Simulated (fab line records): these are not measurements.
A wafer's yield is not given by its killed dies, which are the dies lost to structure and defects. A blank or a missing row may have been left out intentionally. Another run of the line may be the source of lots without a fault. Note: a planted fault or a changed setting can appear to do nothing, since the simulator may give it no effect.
Comparing a struck lot with a sound one	flow ritCmos	15 steps out of a route of 202
Sound: these wafers, L839.3, L839.5, L839.6. Struck: wafers L849.1, L849.3, L849.6. Last of all comes the cause.
Each step with rows lists, per side, the tool, then ch with its chambers, then its first start. Under that, the readings that differ: sound wafers	struck wafers	difference of the means	sigmas: that difference in standard deviations of wafers without a fault.
alike: readings whose means differ by less than 2 such deviations, and words and numbers that are the same on both sides. not compared: withheld readings, readings that some wafer has no value for, bounds like >300 that may hide the same value, and numbers for which the record gives no deviation and whose values overlap.
A row with sigmas, a row that says differs or no value, or rows on one side alone: a step with any of these is where the two part. Numbers that have no deviation but don't overlap get no sigmas and don't part them. A reading that every wafer of one side lacks parts them only if that side has two wafers or more.

first, 5 steps without rows for these wafers: RIT_NSD_COAT_01 (resist thk 1000 nm); RIT_NSD_SOFTBAKE_02 (time 60 s); RIT_NSD_EXPOSE_03 (exposes mask M9, target cd 40700 nm); RIT_NSD_PEB_04; RIT_NSD_DEVELOP_05 (develop time 50 s).
RIT_NSD_OVL_MEAS_06:
  sound on overlay-01 at day 4 17:23; struck on overlay-02 at day 6 17:46
  alike: NSD_OVL
then, 2 steps without rows for these wafers: RIT_NSD_HARDBAKE_07 (time 60 s); RIT_NSD_IMPLANT_08.
RIT_NSD_STRIP_09: strips in O2, time 180 s.
  sound on plasmaAsher-01 ch 0,1, day 4 17:47; struck on plasmaAsher-04 ch 1, day 6 18:06
  alike: drypumpMotorCurrentA
  not compared: rfHoursCounterH
RIT_NSD_TW_MEAS_10:
  sound on filmMetro-04 at day 4 17:55; struck on filmMetro-03 at day 6 18:16
  alike: NSD_TW
then, 2 steps without rows for these wafers: RIT_PSD_HMDS_00 (prime time 60 s); RIT_PSD_COAT_01 (resist thk 1000 nm).
RIT_PSD_SOFTBAKE_02: time 60 s.
  sound on lithoTrack-03 ch 0, day 4 18:18; struck on lithoTrack-03 ch 0, day 6 18:38
reading	sound	struck	difference	sigmas
heaterPowerTotalW (W)	34.50 34.49 34.52	36.52 36.49 36.47	+1.99	+41
  alike: chillPlateTempC
then, 1 step without rows for these wafers: RIT_PSD_EXPOSE_03 (exposes mask M10, target cd 40900 nm).
RIT_M1_PROBE_99:
  sound on prober-02 at day 5 03:40; struck on prober-02 at day 7 03:44
reading	sound	struck	difference	sigmas
killed_at_M0_to_M3	0 0 1	0 0 0	+0	-2
  alike: killedAtFrontEnd, killedDies, killedOpen, killedShort

== WHERE THEY PART ==
Earliest at RIT_PSD_SOFTBAKE_02; latest, in this record, at RIT_M1_PROBE_99.

WHY: the cause the simulator had injected
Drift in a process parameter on lithoTrack-03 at RIT_PSD_SOFTBAKE_02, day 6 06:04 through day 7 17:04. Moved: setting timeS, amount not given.
